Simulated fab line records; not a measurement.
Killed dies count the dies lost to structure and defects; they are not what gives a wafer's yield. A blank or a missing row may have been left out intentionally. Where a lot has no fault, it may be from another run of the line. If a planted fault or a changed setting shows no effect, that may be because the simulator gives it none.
fab line records -- flow ritCmos
record lots=5, wafers=15, lastDay=8
route steps=202 shown REOX@100 NLDD@103 PLDD@114 SPACER@125
lots with no fault: from the same line, run without faults
startH: hours from the record's first day to the start of the lot's first wafer shown -- waitH: time in hours since the lot's previous step -- " as in the row above -- L1.1+2: a row that stands for several wafers -- - no value present, or no start provided -- * or withheld: withheld -- < > ~ a bound
route shown NAME@n: a module of which the file shows steps, and the number in the route of the first -- usual: mean and standard deviation over wafers with no fault -- same: alike in all rows -- chamber/n: place in a boat -- sites: the reading at each site -- _std_site: the standard deviation of these -- _edge_site: outer sites' mean less inner sites' -- radiusMm: how far each site lies from the wafer's centre -- mask NAME#n: copy n -- behind: tool/chamber where the wafer was last shaped -- hold: cause of the lot's hold/its duration in hours/its outcome -- device: names the non-switching transistor (n, p or np) -- end of line: the tests these same wafers got at the end of their route -- step lacking rows: just its recipe -- killed: not the wafer's yield, but the dies lost to structure and defects at the first sort -- map: dies across one wafer; x = killed, . = not, _ = none there
set.NAME: the setting the step ran with; set.NAME@STEP: the setting that earlier step ran with -- model.NAME: the simulator's own value behind a step, which no gauge read
certain route steps with their lots: each step a table, each wafer a row
services: from which hour (startH, from the record's first day; less than 0 if before it) a tool's chamber was out of use, for how many hours, and why
## steps
# step RIT_REOX_CLEAN_02
# recipe chemistry=SC2, mix=3:3:50, timeS=600, tempC=75, dry=n2Spin
# step RIT_REOX_OXIDATION_03
# recipe tempC=900, ambient=O2, targetThkA=252, oxTimeS=5580
# step RIT_REOX_THK_MEAS_04
# recipe reads=SiO2_of_REOX_OXIDATION_03
# usual REOX_OXIDE_THK=24.9/0.57
lot.wafer,tool,chamber,startH,waitH,REOX_OXIDE_THK[nm]
L686.1,filmMetro-02,-,67.57,0.0,25.2
L686.4,filmMetro-02,-,67.57,0.0,25.0
L686.5,filmMetro-02,-,67.57,0.0,25.2
L693.1,filmMetro-02,-,93.47,0.0,23.9
L693.2,filmMetro-02,-,93.47,0.0,24.3
L693.3,filmMetro-02,-,93.47,0.0,24.0
L699.2,filmMetro-01,-,125.93,0.0,24.4
L699.3,filmMetro-01,-,125.93,0.0,24.7
L699.6,filmMetro-01,-,125.93,0.0,24.7
L706.1,filmMetro-01,-,168.85,0.0,24.1
L706.2,filmMetro-01,-,168.85,0.0,23.4
L706.4,filmMetro-01,-,168.85,0.0,23.5
L705.4,filmMetro-02,-,168.88,0.0,24.3
L705.5,filmMetro-02,-,168.88,0.0,24.2
L705.6,filmMetro-02,-,168.88,0.0,24.4
# step RIT_NLDD_HMDS_00
# recipe primeTimeS=60, primeTempC=140
# step RIT_NLDD_COAT_01
# recipe resist=NOVOLAK, spinRpm=3250, resistThkNm=1000
# step RIT_NLDD_SOFTBAKE_02
# recipe resist=NOVOLAK, tempC=90, timeS=60
# step RIT_NLDD_EXPOSE_03
# recipe maskId=M7, na=0.57, targetCdNm=40700, doseMj=250
# step RIT_NLDD_PEB_04
# recipe resist=NOVOLAK, tempC=withheld, timeS=withheld
# step RIT_NLDD_DEVELOP_05
# recipe resist=NOVOLAK, developTimeS=50, devTempC=23
# step RIT_NLDD_OVL_MEAS_06
# usual NLDD_OVL=-0.3/1.4
lot.wafer,tool,chamber,startH,waitH,NLDD_OVL[nm]
L686.1,overlay-02,-,68.54,-,1.6
L686.4,overlay-02,-,68.54,-,-0.3
L686.5,overlay-02,-,68.54,-,-2.4
L693.1,overlay-01,-,94.38,-,-1.3
L693.2,overlay-01,-,94.38,-,-1.0
L693.3,overlay-01,-,94.38,-,-0.4
L699.2,overlay-02,-,126.83,-,1.8
L699.3,overlay-02,-,126.83,-,2.8
L699.6,overlay-02,-,126.83,-,0.7
L705.4,overlay-01,-,169.78,-,-2.1
L705.5,overlay-01,-,169.78,-,-0.5
L705.6,overlay-01,-,169.78,-,-4.0
L706.1,overlay-02,-,170.00,-,0.9
L706.2,overlay-02,-,170.00,-,-0.3
L706.4,overlay-02,-,170.00,-,0.0
# step RIT_NLDD_HARDBAKE_07
# recipe resist=NOVOLAK, tempC=140, timeS=60
# step RIT_NLDD_IMPLANT_08
# recipe species=P, energyKev=20, doseCm2=5e+14, tiltDeg=7
# step RIT_NLDD_STRIP_09
# recipe chemistry=O2, timeS=180, resist=NOVOLAK, platenTempC=withheld, powerW=500, pressureMtorr=4000, o2FlowSccm=4000
# usual drypumpMotorCurrentA=5.88/0.23, runLengthS=208.1/0.5
lot.wafer,tool,chamber,startH,waitH,drypumpMotorCurrentA,rfHoursCounterH,runLengthS,model.NOVOLAK_of_NLDD_COAT_01.thkNm
L686.1,plasmaAsher-01,1,68.87,0.1,5.72,42,208.4,0
L686.4,plasmaAsher-01,1,68.87,0.1,5.72,-,208.6,0
L686.5,plasmaAsher-01,1,68.87,0.1,5.70,-,209.0,0
L693.1,plasmaAsher-02,1,94.72,0.1,5.95,29,207.5,0
L693.2,plasmaAsher-02,0,94.72,0.1,6.25,29,208.1,0
L693.3,plasmaAsher-02,1,94.72,0.1,5.99,-,207.6,0
L699.2,plasmaAsher-01,1,127.16,0.1,5.70,1,72.1,152.5
L699.3,plasmaAsher-01,0,127.16,0.1,5.64,-,72.1,153.4
L699.6,plasmaAsher-01,1,127.16,0.1,5.70,-,72.1,151.9
L705.4,plasmaAsher-02,0,170.15,0.1,6.27,-,208.6,0
L705.5,plasmaAsher-02,0,170.15,0.1,6.26,-,208.7,0
L705.6,plasmaAsher-02,1,170.15,0.1,5.97,-,207.6,0
L706.1,plasmaAsher-03,0,170.34,0.1,5.67,54,207.9,0
L706.2,plasmaAsher-03,1,170.34,0.1,5.73,54,208.5,0
L706.4,plasmaAsher-03,0,170.34,0.1,5.66,-,208.0,0
# step RIT_NLDD_TW_MEAS_10
# usual NLDD_TW=2471/11
lot.wafer,tool,chamber,startH,waitH,NLDD_TW
L686.1,filmMetro-03,-,69.05,0.1,2471
L686.4,filmMetro-03,-,69.05,0.1,2476
L686.5,filmMetro-03,-,69.05,0.1,2484
L693.1,filmMetro-04,-,94.89,0.1,2470
L693.2,filmMetro-04,-,94.89,0.1,2473
L693.3,filmMetro-04,-,94.89,0.1,2471
L699.2,filmMetro-01,-,127.35,0.1,2493
L699.3,filmMetro-01,-,127.35,0.1,2490
L699.6,filmMetro-01,-,127.35,0.1,2482
L705.4,filmMetro-03,-,170.30,0.1,2479
L705.5,filmMetro-03,-,170.30,0.1,2472
L705.6,filmMetro-03,-,170.30,0.1,2455
L706.1,filmMetro-04,-,170.51,0.1,2485
L706.2,filmMetro-04,-,170.51,0.1,2481
L706.4,filmMetro-04,-,170.51,0.1,2481
# step RIT_PLDD_HMDS_00
# recipe primeTimeS=60, primeTempC=140
# step RIT_PLDD_COAT_01
# recipe resist=NOVOLAK, spinRpm=3250, resistThkNm=1000
# step RIT_PLDD_SOFTBAKE_02
# recipe resist=NOVOLAK, tempC=90, timeS=60
# step RIT_PLDD_EXPOSE_03
# recipe maskId=M8, na=0.57, targetCdNm=40900, doseMj=250
# step RIT_PLDD_PEB_04
# recipe resist=NOVOLAK, tempC=withheld, timeS=withheld
# step RIT_PLDD_DEVELOP_05
# recipe resist=NOVOLAK, developTimeS=50, devTempC=23
# step RIT_PLDD_OVL_MEAS_06
# usual PLDD_OVL=-0.5/1.3
lot.wafer,tool,chamber,startH,waitH,PLDD_OVL[nm]
L686.1,overlay-02,-,70.08,-,2.8
L686.4,overlay-02,-,70.08,-,2.5
L686.5,overlay-02,-,70.08,-,1.4
L693.1,overlay-02,-,95.80,-,0.8
L693.2,overlay-02,-,95.80,-,-1.4
L693.3,overlay-02,-,95.80,-,1.3
L699.2,overlay-02,-,128.38,-,0.8
L699.3,overlay-02,-,128.38,-,0.7
L699.6,overlay-02,-,128.38,-,1.9
L705.4,overlay-02,-,171.20,-,-0.7
L705.5,overlay-02,-,171.20,-,-0.7
L705.6,overlay-02,-,171.20,-,0.0
L706.1,overlay-02,-,171.55,-,1.4
L706.2,overlay-02,-,171.55,-,-1.1
L706.4,overlay-02,-,171.55,-,-0.5
# step RIT_PLDD_HARDBAKE_07
# recipe resist=NOVOLAK, tempC=140, timeS=60
# step RIT_PLDD_IMPLANT_08
# recipe species=BF2, energyKev=20, doseCm2=9e+14, tiltDeg=7
# step RIT_PLDD_STRIP_09
# recipe chemistry=O2, timeS=180, resist=NOVOLAK, platenTempC=withheld, powerW=500, pressureMtorr=4000, o2FlowSccm=4000
# usual drypumpMotorCurrentA=5.61/0.2, runLengthS=208.3/0.48
lot.wafer,tool,chamber,startH,waitH,drypumpMotorCurrentA,rfHoursCounterH,runLengthS
L686.1,plasmaAsher-03,1,70.42,0.1,5.73,44,208.6
L686.4,plasmaAsher-03,1,70.42,0.1,5.73,-,208.3
L686.5,plasmaAsher-03,1,70.42,0.1,5.75,-,208.3
L693.1,plasmaAsher-03,0,96.14,0.1,5.67,47,208.5
L693.2,plasmaAsher-03,1,96.14,0.1,5.73,47,208.7
L693.3,plasmaAsher-03,1,96.14,0.1,5.75,-,208.6
L699.2,plasmaAsher-01,0,128.71,0.1,5.65,1,207.3
L699.3,plasmaAsher-01,0,128.71,0.1,5.64,-,207.6
L699.6,plasmaAsher-01,1,128.71,0.1,5.73,-,208.7
L705.4,plasmaAsher-01,1,171.58,0.1,5.70,-,208.5
L705.5,plasmaAsher-01,1,171.58,0.1,5.72,-,209.0
L705.6,plasmaAsher-01,0,171.58,0.1,5.64,-,207.3
L706.1,plasmaAsher-03,1,171.88,0.1,5.72,55,208.4
L706.2,plasmaAsher-03,0,171.88,0.1,5.66,55,207.9
L706.4,plasmaAsher-03,0,171.88,0.1,5.64,-,208.2
# step RIT_PLDD_TW_MEAS_10
# usual PLDD_TW=2330/9.3
lot.wafer,tool,chamber,startH,waitH,PLDD_TW
L686.1,filmMetro-01,-,70.59,0.1,2338
L686.4,filmMetro-01,-,70.59,0.1,2321
L686.5,filmMetro-01,-,70.59,0.1,2331
L693.1,filmMetro-01,-,96.31,0.1,2326
L693.2,filmMetro-01,-,96.31,0.1,2331
L693.3,filmMetro-01,-,96.31,0.1,2335
L699.2,filmMetro-04,-,128.89,0.1,30
L699.3,filmMetro-04,-,128.89,0.1,30
L699.6,filmMetro-04,-,128.89,0.1,30
L705.4,filmMetro-04,-,171.72,0.1,2333
L705.5,filmMetro-04,-,171.72,0.1,2334
L705.6,filmMetro-04,-,171.72,0.1,2333
L706.1,filmMetro-03,-,172.06,0.1,2336
L706.2,filmMetro-03,-,172.06,0.1,2333
L706.4,filmMetro-03,-,172.06,0.1,2335
# step RIT_SPACER_CLEAN_00
# recipe chemistry=SC1, mix=3:3:50, timeS=600, tempC=75
## services
tool,chamber,startH,hours,kind
plasmaAsher-01,-,89.30,3.2,repair
plasmaAsher-01,-,108.80,9.0,pm
plasmaAsher-01,0,108.80,9.0,ventCycle
plasmaAsher-01,1,108.80,9.0,ventCycle
plasmaAsher-01,0,117.80,-,clean
plasmaAsher-01,1,117.80,-,clean
## key
firstSign step=RIT_NLDD_STRIP_09, reading=runLengthS, direction=down, sigmas=99+, usual=*, struck=*
effect step=RIT_PLDD_TW_MEAS_10, reading=PLDD_TW, direction=down, sigmas=99+, usual=2330, struck=30
modelEffect step=RIT_NLDD_STRIP_09, value=NOVOLAK_of_NLDD_COAT_01.thkNm, without=0, struck=152.6
metAt RIT_NLDD_STRIP_09
struckWafers L699.2,L699.3,L699.6
sortLeftOut L699.2,L699.3,L699.6
testerLeftOut L699
onsetBetween 68.87 127.16
fault kind=stripAborted, tool=plasmaAsher-01, chamber=-, onsetH=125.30, steps=RIT_NLDD_STRIP_09, offset=0.6, endH=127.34
# testerLeftOut: of these lots the tester's yield and bins aren't shown, on N5 and GAA mostly nor the transistor test; their killed dies are dies lost to structure and defects alone, not to doping, threshold or leakage, so they don't give the yield
# sortLeftOut: the simulated sort isn't trusted on such a fault, so these wafers' sort isn't shown, and their yield isn't known
